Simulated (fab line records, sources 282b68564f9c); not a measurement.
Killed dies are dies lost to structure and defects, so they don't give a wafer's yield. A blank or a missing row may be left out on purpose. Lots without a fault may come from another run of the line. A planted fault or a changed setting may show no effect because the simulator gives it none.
Which tool did it? | flow rit_cmos | 7 lots, 21 wafers sampled, at 1 step of a route of 202

WHAT THE GAUGES READ, wafer by wafer
RIT_FOX1_THK_MEAS_01.
lot  | measured    | on            | FOX1_OXIDE_THK (nm)
L442 | day 2 04:23 | film_metro-02 | 344 347 353
L444 | day 2 14:45 | film_metro-04 | 364 363 358
L447 | day 3 08:07 | film_metro-02 | 350 346 351
L449 | day 3 15:28 | film_metro-03 | 353 356 353
L452 | day 4 08:16 | film_metro-02 | 353 353 350
L456 | day 5 03:37 | film_metro-03 | 359 367 366
L463 | day 6 13:08 | film_metro-02 | 346 345 345

WHICH TOOL RAN EACH LOT (tool, then ch and the chambers of the sampled wafers, then the start)
The record holds no process step before these readings.

THE ANSWER, worked out from the rows above alone
Rule: what is usual is taken from the lots themselves. Put in order of their means at a reading, lots are off if they are a third of the lots or fewer, leave a main group of 4 or more, and stand apart from it by a gap of 3 or more times the standard deviation of the main group's means; of several such gaps the widest counts. A main group whose means are all the same, to the digits that the tables above print for the reading, isn't used. A lot without any number at a reading at which 4 lots or more have one is off too. The other lots that the step has rows for count as sound.
No lot is off at any reading shown: from this, nothing can be told.

WHAT THE SIMULATOR HAD PUT IN
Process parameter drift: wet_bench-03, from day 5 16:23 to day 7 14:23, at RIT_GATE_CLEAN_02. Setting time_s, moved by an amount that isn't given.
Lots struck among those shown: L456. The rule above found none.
